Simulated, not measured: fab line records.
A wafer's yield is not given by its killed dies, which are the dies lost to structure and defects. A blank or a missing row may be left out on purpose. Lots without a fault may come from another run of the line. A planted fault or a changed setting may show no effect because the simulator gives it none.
The tool behind it: which one? + flow berkeley-cmos170 + Sampling: 13 lots, 39 wafers, 5 of 331 route steps

== WHAT EACH GAUGE READ, for each wafer ==
UCB170_CONTACT_CD_MEAS_15: the cd target is 700 nm. Usual: 700.3 nm for cd-nm, sd 1.6.
| lot  | measured     | on        | cd-nm (nm)        | flag |
|------|--------------|-----------|-------------------|------|
| L699 | day 7 15:59  | cd-sem-01 | 702.5 702.7 702.4 |      |
| L701 | day 8 14:05  | cd-sem-01 | 700.7 699.4 700.3 |      |
| L703 | day 8 14:14  | cd-sem-01 | 700.5 701.0 699.9 |      |
| L702 | day 8 14:14  | cd-sem-02 | 701.5 701.5 703.5 |      |
| L707 | day 8 20:25  | cd-sem-02 | 696.8 699.3 699.3 |      |
| L708 | day 8 22:05  | cd-sem-01 | 698.2 699.6 699.0 |      |
| L706 | day 8 23:04  | cd-sem-01 | 748.1 749.4 749.9 | OFF  |
| L712 | day 10 11:06 | cd-sem-02 | 703.3 703.3 701.6 |      |
| L714 | day 10 11:45 | cd-sem-02 | 699.8 700.0 699.6 |      |
| L715 | day 10 14:23 | cd-sem-02 | 703.4 702.7 701.8 |      |
| L717 | day 10 14:41 | cd-sem-01 | 698.8 698.0 697.4 |      |
| L719 | day 11 04:16 | cd-sem-01 | 700.6 699.1 699.5 |      |
| L721 | day 12 01:33 | cd-sem-02 | 699.7 700.0 699.6 |      |

UCB170_V1_THK_MEAS_04. Usual: V1_POLISHED_THK gives 1000.3 nm (standard deviation 1.5).
| lot  | measured     | on            | V1_POLISHED_THK (nm) | flag |
|------|--------------|---------------|----------------------|------|
| L699 | day 8 00:34  | film-metro-02 | 1002.7 998.8 1003.7  |      |
| L701 | day 8 23:55  | film-metro-03 | 999.1 1001.0 999.9   |      |
| L703 | day 8 23:19  | film-metro-01 | 999.4 1000.4 1000.1  |      |
| L702 | day 8 23:37  | film-metro-02 | 1000.8 999.2 999.3   |      |
| L707 | day 9 03:03  | film-metro-02 | 1001.3 998.2 999.1   |      |
| L708 | day 9 03:20  | film-metro-01 | 999.8 1000.6 999.2   |      |
| L706 | day 9 06:58  | film-metro-02 | 1001.9 1002.6 1001.8 |      |
| L712 | day 10 20:27 | film-metro-03 | 999.8 1000.2 1002.7  |      |
| L714 | day 10 21:19 | film-metro-02 | 1000.7 1003.9 1001.9 |      |
| L715 | day 10 21:55 | film-metro-01 | 1001.3 999.3 999.0   |      |
| L717 | day 10 22:13 | film-metro-03 | 999.3 999.9 1000.9   |      |
| L719 | day 11 13:03 | film-metro-01 | 998.9 1001.5 1001.5  |      |
| L721 | day 12 09:33 | film-metro-03 | 996.3 999.4 995.7    |      |

== TOOL THAT RAN EACH LOT (tool first, then ch and the chambers of the sampled wafers, then the start) ==
| lot  | UCB170_CONTACT_EXPOSE_12          | UCB170_M1_METAL_ETCH_12           | UCB170_M1_STRIP_13                   |
|------|-----------------------------------|-----------------------------------|--------------------------------------|
| L699 | krf-scanner-01 ch 0, day 7 15:02  | rie-metal-02 ch 0,1, day 7 18:16  | plasma-asher-01 ch 0,1, day 7 18:24  |
| L701 | krf-scanner-02 ch 0, day 8 13:15  | rie-metal-02 ch 1, day 8 17:10    | plasma-asher-03 ch 0,1, day 8 17:26  |
| L703 | krf-scanner-01 ch 0, day 8 13:35  | rie-metal-03 ch 1, day 8 16:55    | plasma-asher-01 ch 0,1, day 8 17:04  |
| L702 | krf-scanner-02 ch 0, day 8 13:50  | rie-metal-01 ch 1, day 8 16:53    | plasma-asher-03 ch 0,1, day 8 17:01  |
| L707 | krf-scanner-02 ch 0, day 8 20:02  | rie-metal-03 ch 0,1, day 8 22:35  | plasma-asher-04 ch 0,1, day 8 22:43  |
| L708 | krf-scanner-02 ch 0, day 8 21:41  | rie-metal-02 ch 0,1, day 9 00:35  | plasma-asher-04 ch 0,1, day 9 00:43  |
| L706 | krf-scanner-01 ch 0, day 8 22:28  | rie-metal-01 ch 0, day 9 02:08    | plasma-asher-03 ch 0,1, day 9 02:16  |
| L712 | krf-scanner-02 ch 0, day 10 10:41 | rie-metal-03 ch 0,1, day 10 13:23 | plasma-asher-03 ch 0,1, day 10 13:30 |
| L714 | krf-scanner-01 ch 0, day 10 11:22 | rie-metal-03 ch 0,1, day 10 14:50 | plasma-asher-03 ch 0, day 10 14:58   |
| L715 | krf-scanner-02 ch 0, day 10 13:29 | rie-metal-01 ch 0,1, day 10 16:42 | plasma-asher-04 ch 0,1, day 10 16:50 |
| L717 | krf-scanner-01 ch 0, day 10 13:57 | rie-metal-03 ch 0,1, day 10 16:56 | plasma-asher-01 ch 0,1, day 10 17:04 |
| L719 | krf-scanner-02 ch 0, day 11 03:10 | rie-metal-01 ch 0,1, day 11 08:17 | plasma-asher-04 ch 0,1, day 11 08:27 |
| L721 | krf-scanner-02 ch 0, day 12 01:10 | rie-metal-02 ch 0,1, day 12 04:14 | plasma-asher-01 ch 0,1, day 12 04:22 |
- UCB170_CONTACT_EXPOSE_12: exposes mask CONT, target cd 700 nm.
- UCB170_M1_METAL_ETCH_12: etches Al in Cl2/BCl3, stops on PSG, target depth 780 nm, time 130 s.
- UCB170_M1_STRIP_13: strips in O2.

== WHAT THE TOOLS THEMSELVES READ (means of the sampled wafers that have a number; where no wafer has one, the mark that the record gives instead) ==
UCB170_CONTACT_EXPOSE_12. Usual: 0.0 nm for focus-offset-nm, sd 0.48.
| lot  | tool           | focus-offset-nm (nm) | flag |
|------|----------------|----------------------|------|
| L699 | krf-scanner-01 | -0.6                 |      |
| L701 | krf-scanner-02 | 0.1                  |      |
| L703 | krf-scanner-01 | -0.1                 |      |
| L702 | krf-scanner-02 | -0.3                 |      |
| L707 | krf-scanner-02 | -0.1                 |      |
| L708 | krf-scanner-02 | -0.3                 |      |
| L706 | krf-scanner-01 | 0.1                  |      |
| L712 | krf-scanner-02 | 0.2                  |      |
| L714 | krf-scanner-01 | -0.6                 |      |
| L715 | krf-scanner-02 | -0.0                 |      |
| L717 | krf-scanner-01 | -0.4                 |      |
| L719 | krf-scanner-02 | 0.4                  |      |
| L721 | krf-scanner-02 | -0.3                 |      |

UCB170_M1_METAL_ETCH_12. Usual: drypump-motor-current-A 5.6 A, standard deviation 0.35; oes-product-au 0.864 a.u., standard deviation 0.015; throttle-valve-pct 24.44 %, standard deviation 0.16.
| lot  | tool         | drypump-motor-current-A (A) | oes-product-au (a.u.) | throttle-valve-pct (%) | flag |
|------|--------------|-----------------------------|-----------------------|------------------------|------|
| L699 | rie-metal-02 | 5.7                         | 0.870                 | 24.40                  |      |
| L701 | rie-metal-02 | 5.6                         | 0.872                 | 24.47                  |      |
| L703 | rie-metal-03 | 5.3                         | 0.844                 | 24.40                  |      |
| L702 | rie-metal-01 | 5.6                         | 0.861                 | 24.72                  |      |
| L707 | rie-metal-03 | 5.5                         | 0.857                 | 24.46                  |      |
| L708 | rie-metal-02 | 5.7                         | 0.880                 | 24.37                  |      |
| L706 | rie-metal-01 | 4.9                         | 0.853                 | 24.27                  |      |
| L712 | rie-metal-03 | 5.4                         | 0.865                 | 24.46                  |      |
| L714 | rie-metal-03 | 5.5                         | 0.865                 | 24.46                  |      |
| L715 | rie-metal-01 | 5.1                         | 0.859                 | 24.42                  |      |
| L717 | rie-metal-03 | 5.7                         | 0.864                 | 24.53                  |      |
| L719 | rie-metal-01 | 5.2                         | 0.850                 | 24.42                  |      |
| L721 | rie-metal-02 | 5.8                         | 0.870                 | 24.31                  |      |

UCB170_M1_STRIP_13. Usual: drypump-motor-current-A 5.9 A, standard deviation 0.44; oes-product-au 0.719 a.u., standard deviation 0.0046.
| lot  | tool            | drypump-motor-current-A (A) | oes-product-au (a.u.) | flag |
|------|-----------------|-----------------------------|-----------------------|------|
| L699 | plasma-asher-01 | 5.4                         | 0.722                 |      |
| L701 | plasma-asher-03 | 5.8                         | 0.719                 |      |
| L703 | plasma-asher-01 | 5.3                         | 0.720                 |      |
| L702 | plasma-asher-03 | 6.0                         | 0.720                 |      |
| L707 | plasma-asher-04 | 6.3                         | 0.718                 |      |
| L708 | plasma-asher-04 | 6.3                         | 0.718                 |      |
| L706 | plasma-asher-03 | 6.1                         | 0.723                 |      |
| L712 | plasma-asher-03 | 6.1                         | 0.720                 |      |
| L714 | plasma-asher-03 | 6.3                         | 0.720                 |      |
| L715 | plasma-asher-04 | 6.1                         | 0.723                 |      |
| L717 | plasma-asher-01 | 5.3                         | 0.719                 |      |
| L719 | plasma-asher-04 | 6.3                         | 0.724                 |      |
| L721 | plasma-asher-01 | 5.4                         | 0.720                 |      |

== THE ANSWER, worked out from the rows above alone ==
Rule: lot off if the mean of its wafers having a number is beyond 3 standard deviations from the usual mean. A lot without any number at a reading at which 4 lots or more have one is off too. The other lots that the step has rows for count as sound. Order of review: gauges by route order, followed by the tools' own readings, for which a lot's mean as printed above is used. The first step at which some lot is off is used, and at that step the reading that is off furthest; a lot without a number counts as furthest.
Off at UCB170_CONTACT_CD_MEAS_15 (cd-nm): L706.
If a tool, at a process step before that reading, ran all the lots that are off and no sound lot after the first of them, it fits. Gauges at UCB170_CONTACT_CD_MEAS_15: tried the same way as those tools. None of those tried fits.

== WHAT THE SIMULATOR HAD PUT IN ==
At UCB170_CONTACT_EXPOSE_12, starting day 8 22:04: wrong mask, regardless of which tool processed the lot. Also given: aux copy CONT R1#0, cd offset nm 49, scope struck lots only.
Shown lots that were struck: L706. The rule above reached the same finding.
